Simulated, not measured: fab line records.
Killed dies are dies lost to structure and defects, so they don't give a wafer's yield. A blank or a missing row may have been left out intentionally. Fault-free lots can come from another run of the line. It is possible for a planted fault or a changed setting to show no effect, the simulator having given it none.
Shared-tool check | flow berkeley_cmos170 | 14 lots, 42 wafers sampled

== REASON FOR OPENING ==
At UCB170_PSD_CD_MEAS_06 the reading cd_nm is flagged on 2 of 14 lots. Wafers without a fault read 1200.4 nm, standard deviation 1.6.
Rule: a lot is flagged in two cases, either no wafer of it has a number, or all its wafers with numbers fall more than 4 standard deviations from that mean. The other lots count as sound.

lot  | measured     | on        | cd_nm (nm), wafer by wafer | flag
L802 | day 6 23:05  | cd_sem-02 | 1200.6 1201.3 1201.1       |
L803 | day 7 20:15  | cd_sem-02 | 1201.6 1200.6 1202.2       |
L804 | day 7 20:46  | cd_sem-02 | 1202.7 1202.2 1201.4       |
L805 | day 7 20:55  | cd_sem-02 | 1200.9 1199.8 1199.9       |
L808 | day 8 04:12  | cd_sem-01 | 1198.6 1199.4 1200.9       |
L813 | day 9 10:17  | cd_sem-02 | 1202.8 1203.2 1203.2       |
L812 | day 9 10:31  | cd_sem-02 | 1197.7 1199.9 1197.9       |
L814 | day 10 07:47 | cd_sem-01 | 1199.8 1199.7 1200.3       |
L815 | day 10 08:00 | cd_sem-02 | 1199.4 1200.1 1198.8       |
L816 | day 10 21:17 | cd_sem-01 | 1212.8 1213.5 1213.2       | FLAGGED
L817 | day 10 21:34 | cd_sem-02 | 1200.3 1201.7 1201.3       |
L818 | day 10 21:46 | cd_sem-02 | 1208.3 1208.6 1208.3       | FLAGGED
L823 | day 12 04:38 | cd_sem-01 | 1201.1 1200.5 1200.5       |
L825 | day 12 10:47 | cd_sem-01 | 1197.9 1199.2 1199.5       |
Average over the flagged lots: 1210.8 nm; offset from the usual +10.4 nm, equal to +6 standard deviations.

== EACH LOT AND THE TOOL IT RAN ON ==
The record holds 1 process step before the reading, out of a route of 331 steps. Every cell lists first the tool, next ch and the chambers used by the sampled wafers, and last the start.
lot  | flag    | UCB170_PSD_EXPOSE_03
L802 |         | krf_scanner-02 ch 0, day 6 22:31
L803 |         | krf_scanner-01 ch 0, day 7 19:52
L804 |         | krf_scanner-02 ch 0, day 7 20:10
L805 |         | krf_scanner-02 ch 0, day 7 20:13
L808 |         | krf_scanner-01 ch 0, day 8 03:49
L813 |         | krf_scanner-01 ch 0, day 9 09:53
L812 |         | krf_scanner-02 ch 0, day 9 10:05
L814 |         | krf_scanner-01 ch 0, day 10 07:22
L815 |         | krf_scanner-02 ch 0, day 10 07:36
L816 | FLAGGED | krf_scanner-02 ch 0, day 10 20:41
L817 |         | krf_scanner-01 ch 0, day 10 21:10
L818 | FLAGGED | krf_scanner-02 ch 0, day 10 21:22
L823 |         | krf_scanner-01 ch 0, day 12 04:11
L825 |         | krf_scanner-01 ch 0, day 12 10:14
What these steps do:
- UCB170_PSD_EXPOSE_03: exposes mask PSELECT MOD, target cd 1200 nm.
- UCB170_PSD_CD_MEAS_06: target cd 1200 nm.

== FLAGGED AGAINST TOTAL, ONE TOOL AT A TIME (gauges that did the reading follow at the end) ==
step                  | tool           | lots run | flagged | share of the flagged lots | sound lots run after its first flagged lot
UCB170_PSD_EXPOSE_03  | krf_scanner-01 | 7        | 0       | none                      | -
UCB170_PSD_EXPOSE_03  | krf_scanner-02 | 7        | 2       | all                       | 0
UCB170_PSD_CD_MEAS_06 | cd_sem-01      | 5        | 1       | some                      | 2 (L823,L825)
UCB170_PSD_CD_MEAS_06 | cd_sem-02      | 9        | 1       | some                      | 0

== WHAT IS ALLOWED BY THE TABLE ==
All flagged lots share 1 row of the table, namely krf_scanner-02 at UCB170_PSD_EXPOSE_03.
- krf_scanner-02 at UCB170_PSD_EXPOSE_03: 2 of its 7 lots flagged. Last sound lot L815 at day 10 07:36, first flagged lot L816 at day 10 20:41; a fault beginning in between fits. Its own readings (exposure_dose_mJ_cm2) fall more than 4 standard deviations out on all wafers of the flagged lots.
Just one tool remains: krf_scanner-02 at UCB170_PSD_EXPOSE_03.

== WHAT HAD BEEN PUT IN BY THE SIMULATOR ==
Process parameters drifting: krf_scanner-02 at UCB170_PSD_EXPOSE_03, beginning at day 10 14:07. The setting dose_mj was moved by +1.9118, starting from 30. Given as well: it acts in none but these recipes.
Shown lots that were struck: L816, L818. The rule above found the same.
